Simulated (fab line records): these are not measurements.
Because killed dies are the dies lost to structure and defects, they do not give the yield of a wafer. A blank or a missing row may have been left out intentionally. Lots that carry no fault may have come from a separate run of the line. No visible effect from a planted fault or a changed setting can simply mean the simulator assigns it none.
Problem report, 8D (eight disciplines) form, completed by code | flow berkeley_cmos170 | the parts of the form that need people (team, actions taken, sign-off) are left out

== 1. WHAT WENT WRONG ==
Mean of o2_flow_sccm at UCB170_PVT_STRIP_08: 320.1 sccm across 3 wafers in 2 lots; on wafers with no fault it is 400.2 sccm (standard deviation 1.3). Relative to the usual mean, that is a shift of -62 standard deviations.
The step: strips in O2.
Earliest sighting: wafer L569.5 on plasma_asher-03 at day 9 10:07. The record has a number at this step for 42 wafers belonging to 14 lots. Rule for "out" (also "out of limits"): further than 4 standard deviations from the usual mean. Any other wafer with a number is counted as sound.

== 2. WHAT IT IS, WHAT IT ISN'T ==
question                    | is                                     | is not
which readings at this step | o2_flow_sccm, strip_time_to_endpoint_s | drypump_motor_current_A
which lots                  | L569, L571                             | L551, L552, L555, L556, L557, L558, L560, L563, L565, L566, L572, L573
which wafers of those lots  | L569.5, L571.4, L571.6                 | L569.1, L569.6, L571.5
read on which tools         | plasma_asher-03                        | plasma_asher-01, plasma_asher-02
when                        | from day 9 10:07                       | up to then (32 sound wafers); but 7 sound wafers of L571, L572, L573 came after

== 3. WHAT RULES OUT EACH SUSPECT ==
Counting: a tool at a process step up to the reading stays a suspect if it ran every lot that is out. Sound lots after the first of them don't rule it out here, since some wafers of a struck lot are sound.
- plasma_asher-03 at UCB170_PVT_STRIP_08 (strips in O2): kept. It processed each lot that is out (first: L569, day 9 10:07); up to then, its last sound lot is L563 (day 8 06:16). On those wafers its own readings are out: o2_flow_sccm, strip_time_to_endpoint_s.
- Within plasma_asher-03 at UCB170_PVT_STRIP_08, the wafers that are out were processed in chamber 0 and their sound lot-mates in chamber 1.
Remaining after the count: plasma_asher-03 at UCB170_PVT_STRIP_08.

== 4. THE CAUSE (what the simulator had put in) ==
plasma_asher-03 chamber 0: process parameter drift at UCB170_PVT_STRIP_08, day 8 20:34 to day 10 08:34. Setting o2_flow_sccm, moved by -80, from 400. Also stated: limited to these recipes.
The count eliminated every tool but this one.

== 5. THE EFFECT CHAIN, in route order ==
Each row: a reading whose mean over the struck wafers that have a number lies more than 3 standard deviations from the usual. Scope: only readings with a usual standard deviation given in the record; hours: median across lots of the time from each lot's start at the first step in this table that gives one to its start at this step; sigmas: change in usual standard deviations.
hours | step                | reading                  | usual      | on struck wafers | change | sigmas
0     | UCB170_PVT_STRIP_08 | o2_flow_sccm             | 400.2 sccm | 320.1            | -80.1  | -62
0     | UCB170_PVT_STRIP_08 | oes_product_au           | 0.735 a.u. | 0.718            | -0.017 | -4.0
0     | UCB170_PVT_STRIP_08 | strip_time_to_endpoint_s | 21.60 s    | 22.41            | +0.81  | +11
Process steps it contains:
- UCB170_PVT_STRIP_08: strips in O2.

== 6. WHAT WOULD HAVE CAUGHT IT SOONER ==
In this record no reading fell out of limits until day 9 10:07, 14 hours after the fault had begun at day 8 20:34.
